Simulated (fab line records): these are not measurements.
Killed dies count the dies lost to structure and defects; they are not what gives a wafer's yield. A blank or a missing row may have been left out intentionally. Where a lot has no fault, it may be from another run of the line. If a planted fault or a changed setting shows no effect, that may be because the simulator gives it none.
Which tool was responsible?    flow berkeley cmos170    14 lots, 42 wafers sampled, at 6 steps of a route of 331

== WHAT THE GAUGES READ, wafer by wafer ==
UCB170_ACTIVE_CD_MEAS_90 targets a cd of 1200 nm. Usual: cd nm reads 1199.7 nm (standard deviation 1.4).
lot   measured     on         cd nm (nm)            flag
L583  day 5 12:02  cd sem-02  1199.3 1199.7 1199.7  
L584  day 5 20:37  cd sem-02  1202.6 1203.7 1202.9  
L586  day 6 06:50  cd sem-01  1199.0 1198.8 1199.3  
L585  day 6 07:02  cd sem-02  1197.2 1197.4 1197.2  
L587  day 6 15:44  cd sem-01  1199.7 1200.2 1200.5  
L589  day 6 16:02  cd sem-02  1199.2 1199.6 1198.6  
L590  day 6 16:18  cd sem-01  1199.2 1200.2 1200.9  
L592  day 7 18:13  cd sem-01  1199.1 1199.7 1199.2  
L594  day 7 18:52  cd sem-02  1199.4 1199.2 1198.1  
L597  day 7 19:07  cd sem-02  1199.2 1199.0 1198.4  
L596  day 7 18:30  cd sem-02  1198.0 1196.9 1198.6  
L598  day 8 07:35  cd sem-02  1199.8 1199.6 1199.7  
L600  day 8 08:02  cd sem-01  1202.8 1203.2 1202.6  
L604  day 9 10:34  cd sem-01  1199.8 1201.6 1200.3  

UCB170_V2_CD_MEAS_90 targets a cd of 700 nm. Usual: cd nm reads 699.7 nm (standard deviation 1.5).
lot   measured      on         cd nm (nm)         flag
L583  day 9 02:56   cd sem-01  700.4 701.1 702.4  
L584  day 10 04:30  cd sem-02  699.7 698.5 699.2  
L586  day 10 06:10  cd sem-01  697.6 697.3 699.1  
L585  day 10 05:39  cd sem-02  699.6 699.6 699.4  
L587  day 11 07:28  cd sem-01  698.4 698.8 698.2  
L589  day 11 03:58  cd sem-01  697.7 699.5 698.3  
L590  day 11 08:32  cd sem-01  699.4 701.4 701.4  
L592  day 12 02:44  cd sem-01  700.1 702.7 708.3  
L594  day 11 20:17  cd sem-01  708.5 700.4 701.2  
L597  day 12 02:36  cd sem-01  698.2 697.6 698.7  
L596  day 12 01:45  cd sem-01  699.4 699.4 699.3  
L598  day 13 07:46  cd sem-01  700.8 698.8 700.8  
L600  day 13 09:12  cd sem-01  699.7 698.0 700.7  
L604  day 13 09:47  cd sem-02  698.3 696.2 697.1  

== EACH LOT AND THE TOOL THAT RAN IT (in order: tool; ch and the chambers of the sampled wafers; start) ==
lot   UCB170_ZERO_ETCH_06                UCB170_GATE_ETCH_15               UCB170_V2_ETCH_14                   UCB170_V2_STRIP_15
L583  rie diel-01 ch 0,1,3, day 1 23:26  rie si-01 ch 1,2,3, day 7 11:26   rie diel-02 ch 2,3, day 9 02:38     plasma asher-03 ch 0,1, day 9 02:49
L584  rie diel-04 ch 0,1, day 2 07:02    rie si-02 ch 0,1,2, day 8 07:04   rie diel-01 ch 2,3, day 10 04:12    plasma asher-02 ch 1, day 10 04:23
L586  rie diel-04 ch 1,2,3, day 2 21:29  rie si-01 ch 0,1, day 8 14:49     rie diel-02 ch 1,2, day 10 05:51    plasma asher-02 ch 0,1, day 10 06:04
L585  rie diel-03 ch 0,1,2, day 2 21:57  rie si-01 ch 0,1,3, day 8 14:58   rie diel-04 ch 1,2, day 10 05:22    plasma asher-03 ch 0,1, day 10 05:33
L587  rie diel-04 ch 0,1,2, day 3 05:41  rie si-02 ch 1,2,3, day 9 05:17   rie diel-02 ch 0,2,3, day 11 07:11  plasma asher-04 ch 0,1, day 11 07:22
L589  rie diel-04 ch 1,2,3, day 3 13:00  rie si-01 ch 1,3, day 9 05:24     rie diel-04 ch 1,2,3, day 11 03:39  plasma asher-03 ch 0,1, day 11 03:52
L590  rie diel-04 ch 1,2,3, day 3 13:14  rie si-02 ch 1,2, day 9 05:31     rie diel-01 ch 0,1,3, day 11 08:10  plasma asher-04 ch 1, day 11 08:20
L592  rie diel-03 ch 0,2,3, day 4 01:34  rie si-02 ch 0,1,3, day 10 02:38  rie diel-04 ch 0,1,3, day 12 02:26  plasma asher-04 ch 0,1, day 12 02:37
L594  rie diel-01 ch 1,3, day 4 19:28    rie si-02 ch 0,2,3, day 10 02:17  rie diel-04 ch 0,1,3, day 11 19:57  plasma asher-02 ch 0,1, day 11 20:08
L597  rie diel-03 ch 0,1, day 5 06:13    rie si-02 ch 0,1,3, day 10 02:53  rie diel-01 ch 0,2,3, day 12 02:18  plasma asher-02 ch 0,1, day 12 02:29
L596  rie diel-04 ch 0,2, day 5 06:17    rie si-01 ch 1,2,3, day 10 02:46  rie diel-02 ch 0,2, day 12 01:29    plasma asher-04 ch 0,1, day 12 01:39
L598  rie diel-01 ch 0,1,2, day 5 12:02  rie si-02 ch 0,1,2, day 10 16:45  rie diel-01 ch 1,2,3, day 13 07:29  plasma asher-02 ch 0,1, day 13 07:40
L600  rie diel-04 ch 1,2, day 5 16:05    rie si-01 ch 1,3, day 10 17:41    rie diel-01 ch 1,2,3, day 13 08:53  plasma asher-04 ch 0,1, day 13 09:06
L604  rie diel-01 ch 1,2,3, day 6 11:04  rie si-01 ch 1,2,3, day 11 20:07  rie diel-02 ch 1,2,3, day 13 09:29  plasma asher-02 ch 0,1, day 13 09:40
- UCB170_ZERO_ETCH_06: etches SiO2 in CHF3/CF4/Ar, time 11.54 s.
- UCB170_GATE_ETCH_15: etches poly-Si in HBr/Cl2, stops on SiO2, time 56.3 s, target depth 278.2 nm.
- UCB170_V2_ETCH_14: etches SiO2 in CHF3/CF4/Ar, stops on Al, target depth 1250 nm, time 291 s.
- UCB170_V2_STRIP_15: strips in O2.

== WHAT THE TOOLS THEMSELVES READ (means of the sampled wafers that have a number; where no wafer has one, the mark that the record gives instead) ==
UCB170_ZERO_ETCH_06. Usual: drypump motor current A 5.8 A, standard deviation 0.41; oes product au 0.626 a.u., standard deviation 0.0082; throttle valve pct 9.27 %, standard deviation 0.094.
lot   tool         drypump motor current A (A)  oes product au (a.u.)  throttle valve pct (%)  flag
L583  rie diel-01  5.9                          0.621                  9.34                    
L584  rie diel-04  5.6                          0.620                  9.23                    
L586  rie diel-04  5.8                          0.624                  9.23                    
L585  rie diel-03  5.6                          0.631                  9.23                    
L587  rie diel-04  5.7                          0.626                  9.20                    
L589  rie diel-04  5.8                          0.624                  9.23                    
L590  rie diel-04  5.8                          0.617                  9.23                    
L592  rie diel-03  5.7                          0.633                  9.30                    
L594  rie diel-01  6.2                          0.621                  9.33                    
L597  rie diel-03  5.8                          0.631                  9.26                    
L596  rie diel-04  5.7                          0.633                  9.19                    
L598  rie diel-01  5.8                          0.629                  9.34                    
L600  rie diel-04  5.7                          0.626                  9.21                    
L604  rie diel-01  6.0                          0.620                  9.34                    

UCB170_GATE_ETCH_15. Usual: drypump motor current A 5.4 A, standard deviation 0.44; oes product au 0.827 a.u., standard deviation 0.014; throttle valve pct 26.37 %, standard deviation 0.24.
lot   tool       drypump motor current A (A)  oes product au (a.u.)  throttle valve pct (%)  flag
L583  rie si-01  5.7                          0.822                  26.34                   
L584  rie si-02  5.4                          0.820                  26.24                   
L586  rie si-01  5.3                          0.844                  26.58                   
L585  rie si-01  5.4                          0.829                  26.39                   
L587  rie si-02  5.1                          0.823                  26.19                   
L589  rie si-01  5.8                          0.823                  26.37                   
L590  rie si-02  5.0                          0.831                  26.17                   
L592  rie si-02  5.6                          0.823                  26.45                   
L594  rie si-02  5.4                          0.829                  26.29                   
L597  rie si-02  5.6                          0.820                  26.44                   
L596  rie si-01  5.6                          0.819                  26.35                   
L598  rie si-02  5.4                          0.819                  26.26                   
L600  rie si-01  5.6                          0.808                  26.21                   
L604  rie si-01  5.7                          0.817                  26.35                   

UCB170_V2_ETCH_14. Usual: drypump motor current A 5.7 A, standard deviation 0.35; oes product au 0.877 a.u., standard deviation 0.015; throttle valve pct 6.95 %, standard deviation 0.1.
lot   tool         drypump motor current A (A)  oes product au (a.u.)  throttle valve pct (%)  flag
L583  rie diel-02  5.6                          0.871                  6.99                    
L584  rie diel-01  6.3                          0.866                  6.97                    
L586  rie diel-02  5.7                          0.854                  7.06                    
L585  rie diel-04  5.7                          0.880                  6.91                    
L587  rie diel-02  5.3                          0.888                  6.88                    
L589  rie diel-04  5.8                          0.875                  6.93                    
L590  rie diel-01  5.9                          0.877                  7.02                    
L592  rie diel-04  5.7                          0.875                  6.95                    
L594  rie diel-04  5.7                          0.886                  6.96                    
L597  rie diel-01  6.0                          0.870                  6.96                    
L596  rie diel-02  5.3                          0.874                  6.98                    
L598  rie diel-01  6.1                          0.880                  7.04                    
L600  rie diel-01  6.1                          0.875                  7.04                    
L604  rie diel-02  5.7                          0.876                  6.97                    

UCB170_V2_STRIP_15. Usual: drypump motor current A 5.8 A, standard deviation 0.33; oes product au 0.722 a.u., standard deviation 0.0048; strip time to endpoint s 15.16 s, standard deviation 0.096.
lot   tool             drypump motor current A (A)  oes product au (a.u.)  strip time to endpoint s (s)  flag
L583  plasma asher-03  5.8                          0.723                  15.17                         
L584  plasma asher-02  6.1                          0.725                  15.10                         
L586  plasma asher-02  6.0                          0.723                  15.18                         
L585  plasma asher-03  6.1                          0.717                  15.10                         
L587  plasma asher-04  5.4                          0.720                  15.15                         
L589  plasma asher-03  6.1                          0.723                  15.17                         
L590  plasma asher-04  5.5                          0.722                  15.14                         
L592  plasma asher-04  5.4                          0.706                  13.61                         OFF
L594  plasma asher-02  6.0                          0.712                  13.76                         OFF
L597  plasma asher-02  6.1                          0.728                  15.00                         
L596  plasma asher-04  5.4                          0.717                  15.09                         
L598  plasma asher-02  6.0                          0.720                  15.02                         
L600  plasma asher-04  5.4                          0.719                  15.07                         
L604  plasma asher-02  6.0                          0.722                  15.20                         

== THE ANSWER, worked out from the rows above alone ==
Rule: a lot is off if the mean of its wafers that have a number lies more than 3 standard deviations from the usual mean. Also off: a lot with no number at a reading for which 4 or more lots have one. The other lots that the step has rows for count as sound. The gauges are gone through in route order, then the tools' own readings, and for those a lot's mean is taken as printed above. The first step at which some lot is off is used, and at that step the reading that is off furthest; a lot without a number counts as furthest.
Off, at UCB170_V2_STRIP_15 on strip time to endpoint s: L592, L594.
A tool fits if, at that step or a process step before it, it ran every lot that is off, and no sound lot after the first of them. One candidate fits, namely rie diel-04 at UCB170_V2_ETCH_14. A fault onset in the window from L589 (day 11 03:39, its last sound lot) to L594 (day 11 19:57, its first lot off) fits.

== WHAT HAD BEEN PUT IN BY THE SIMULATOR ==
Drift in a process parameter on rie diel-04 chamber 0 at UCB170_V2_ETCH_14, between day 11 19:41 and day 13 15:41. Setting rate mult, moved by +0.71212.
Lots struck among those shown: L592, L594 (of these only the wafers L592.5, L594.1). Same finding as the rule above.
